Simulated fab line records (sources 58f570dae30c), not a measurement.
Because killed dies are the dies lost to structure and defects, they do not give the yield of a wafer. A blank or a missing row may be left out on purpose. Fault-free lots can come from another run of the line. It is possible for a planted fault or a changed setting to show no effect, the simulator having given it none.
Split-lot study ; flow berkeley cmos170 ; 23 wafers read from 5 lots, route of 331 steps

ON THE SPLIT
At UCB170_CONTACT_CVD_01 (deposits PSG from SiH4/O2/PH3, target thk 700 nm, time 2820 s), the setting time s was moved away from the recipe's 2820 s on 15 of the 23 wafers read, by -7.5% to +13.8%. For the rest of the wafers, this setting stayed at what the recipe calls for.

FROM THE SPLIT TO THE READING: what the file shows between them, 5 steps
- UCB170_CONTACT_THK_MEAS_02
- UCB170_CONTACT_COAT_10: resist thk 900 nm (also split here: resist thk nm)
- UCB170_CONTACT_SOFTBAKE_11: time 60 s
- UCB170_CONTACT_EXPOSE_12: exposes mask CONT, target cd 700 nm
- UCB170_CONTACT_ETCH_17: etches BARC in N2/H2

THE READING
oes product au, in a.u., at UCB170_CONTACT_ETCH_18 (etches PSG in CHF3/CF4/Ar, stops on TiSi2, target depth 840 nm, time 195 s). On this fab line, fault-free wafers typically give 0.873 a.u. with a standard deviation of 0.014 a.u.

wafer;tool, chamber at the split;time s as run, s;against the recipe;oes product au, a.u.;against lot-mates on the recipe
L074.1;-, -;3210;+13.8%;0.938;no lot-mate on the recipe
L074.2;-, -;3210;+13.8%;0.941;no lot-mate on the recipe
L074.3;-, -;3210;+13.8%;0.928;no lot-mate on the recipe
L074.4;-, -;3210;+13.8%;0.936;no lot-mate on the recipe
L074.5;-, -;3210;+13.8%;0.935;no lot-mate on the recipe
L075.3;lpcvd-01, 1;2820;recipe;0.871;-
L075.4;lpcvd-01, 1;2820;recipe;0.873;-
L075.6;lpcvd-01, 1;2820;recipe;0.869;-
L080.1;-, -;2608;-7.5%;0.839;no lot-mate on the recipe
L080.3;-, -;2608;-7.5%;0.852;no lot-mate on the recipe
L080.4;-, -;2608;-7.5%;0.831;no lot-mate on the recipe
L080.5;-, -;2608;-7.5%;0.836;no lot-mate on the recipe
L080.6;-, -;2608;-7.5%;0.846;no lot-mate on the recipe
L081.1;-, -;2820;recipe;0.875;-
L081.2;-, -;2820;recipe;0.867;-
L081.3;-, -;2820;recipe;0.887;-
L081.4;-, -;2820;recipe;0.860;-
L081.6;-, -;2820;recipe;0.890;-
L083.1;-, -;3190;+13.1%;0.958;no lot-mate on the recipe
L083.2;-, -;3190;+13.1%;0.969;no lot-mate on the recipe
L083.4;-, -;3190;+13.1%;0.925;no lot-mate on the recipe
L083.5;-, -;3190;+13.1%;0.965;no lot-mate on the recipe
L083.6;-, -;3190;+13.1%;0.932;no lot-mate on the recipe

THE FIT
A straight line over all 23 wafers: oes product au changes by +0.0049 a.u. for each +1% of time s; r = +0.96; the points scatter about the line by 0.013 a.u.
Too few moved wafers have a lot-mate on the recipe to fit a line with each lot's own level taken away.

THE WHOLE CHAIN: every reading that the file lists as answering this split, in the file's order
step;what it does;reading;change (the file's fit);r (the file's)
UCB170_CONTACT_CVD_01;deposits PSG from SiH4/O2/PH3, target thk 700 nm, time 2820 s;PSG_of_CONTACT_CVD_01.thk nm (the simulator's own value, which no gauge read);+6.3 nm for each +1% of the setting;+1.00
UCB170_CONTACT_THK_MEAS_02;;CONTACT_PSG_THK;+6.43 for each +1% of the setting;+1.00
UCB170_CONTACT_ETCH_18;etches PSG in CHF3/CF4/Ar, stops on TiSi2, target depth 840 nm, time 195 s;oes product au;+0.0049 a.u. for each +1% of the setting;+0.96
UCB170_CONTACT_ETCH_18;etches PSG in CHF3/CF4/Ar, stops on TiSi2, target depth 840 nm, time 195 s;etch.depth nm (the simulator's own value, which no gauge read);+6.3 nm for each +1% of the setting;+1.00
UCB170_CONTACT_ETCH_18;etches PSG in CHF3/CF4/Ar, stops on TiSi2, target depth 840 nm, time 195 s;CONTACT.feature depth nm (the simulator's own value, which no gauge read);+6.44 nm for each +1% of the setting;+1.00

THE FILE'S OWN FIT
oes product au changes by +0.0049 a.u. for each +1% of time s, r = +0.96.
